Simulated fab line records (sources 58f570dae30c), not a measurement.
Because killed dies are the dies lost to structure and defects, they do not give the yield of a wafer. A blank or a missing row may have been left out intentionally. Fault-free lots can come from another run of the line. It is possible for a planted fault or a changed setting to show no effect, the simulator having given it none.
A struck lot beside a sound one | flow berkeleyCmos170 | 15 steps out of a route of 331
Sound: the wafers L583.2, L583.5, L583.6. Struck: wafer L589.5 (left out: L589.4, L589.6 of the same lot, which were not struck); the cause appears at the end.
Per side, at each step with rows, come the tool, then ch with its chambers, and then its first start. Under that, the readings that differ: sound wafers | struck wafers | difference of the means | sigmas: that difference in standard deviations of wafers without a fault.
alike: readings with means less than 2 such deviations apart, plus words and numbers identical on both sides. not compared: withheld readings, readings lacking a value on some wafer, bounds such as >300 that could conceal the same value, and numbers that have no deviation in the record and whose values overlap.
The two part at a step that has a row with sigmas, a row that says differs or no value, or rows on one side only. Numbers that don't overlap but have no deviation are shown without sigmas and don't part them. A reading missing from all wafers of one side parts the sides only when that side holds two or more wafers.

first, 3 steps without rows for these wafers: UCB170_BACKSIDE_HMDS_00 (prime time 60 s); UCB170_BACKSIDE_COAT_01 (resist thk 900 nm); UCB170_BACKSIDE_SOFTBAKE_02 (time 60 s).
UCB170_BACKSIDE_STRIP_03: strips in O2.
  sound on plasmaAsher-04 ch 0,1, day 8 07:10; struck on plasmaAsher-03 ch 1, day 9 02:22
  alike: drypumpMotorCurrentA, oesProductAu, stripTimeToEndpointS
  not compared: rfHoursCounterH
then, 1 step without rows for these wafers: UCB170_BACKSIDE_CLEAN_04 (cleans in SPM, time 600 s).
UCB170_SDANNEAL_RTA_00: time 10 s.
  sound on rtpAnneal-01 ch 0, day 8 07:28; struck on rtpAnneal-01 ch 0, day 9 02:38
  alike: lampPowerPct, wafer_temp_C_max
UCB170_SDANNEAL_RTA_01: time 5 s.
  sound on rtpAnneal-01 ch 0, day 8 07:32; struck on rtpAnneal-01 ch 0, day 9 02:42
  alike: lampPowerPct, wafer_temp_C_max
UCB170_SDANNEAL_RS_MEAS_02: uses a four-point probe to measure.
  struck on filmMetro-02, day 9 02:47; sound on filmMetro-03, day 8 07:36
  alike: PSD_RS
UCB170_SDANNEAL_RS_MEAS_03: uses a four-point probe to measure.
  struck on filmMetro-02, day 9 02:55; sound on filmMetro-03, day 8 07:43
  alike: NSD_RS
UCB170_SDANNEAL_RS_MEAS_04: uses a four-point probe to measure.
  struck on filmMetro-02, day 9 03:02; sound on filmMetro-03, day 8 07:50
  alike: PLDD_RS
UCB170_SDANNEAL_RS_MEAS_05: uses a four-point probe to measure.
  struck on filmMetro-02, day 9 03:09; sound on filmMetro-03, day 8 07:58
reading          | sound             | struck | difference | sigmas
NLDD_RS (ohm/sq) | 616.4 618.1 617.2 | 613.5  | -3.7       | -3
then, 1 step without rows for these wafers: UCB170_SILICIDE_PRE_CLEAN_00 (preclean etch time 60 s).
UCB170_SILICIDE_SPUTTER_01: material Ti, target thk 30 nm, time 25 s.
  struck on pvdSputter-03, day 9 03:16; sound on pvdSputter-02, day 8 08:08
reading                                    | sound            | struck | difference | sigmas
model.Ti_of_SILICIDE_SPUTTER_01.thkNm (nm) | 30.04 29.9 30.25 | 29.66  | -0.40      | 
  alike: throttleValvePct
UCB170_SILICIDE_RS_MEAS_02: uses a four-point probe to measure.
  struck on filmMetro-03, day 9 03:22; sound on filmMetro-02, day 8 08:11
  alike: SILICIDE_TI_RS
next, for these wafers, 1 step has no rows: UCB170_M3_PROBE_99.

## WHERE THEY PART
Within this record, at UCB170_SDANNEAL_RS_MEAS_05 only. Later steps at which nothing parts them and some readings are alike: UCB170_SILICIDE_SPUTTER_01, UCB170_SILICIDE_RS_MEAS_02.

WHY: what the simulator had put in
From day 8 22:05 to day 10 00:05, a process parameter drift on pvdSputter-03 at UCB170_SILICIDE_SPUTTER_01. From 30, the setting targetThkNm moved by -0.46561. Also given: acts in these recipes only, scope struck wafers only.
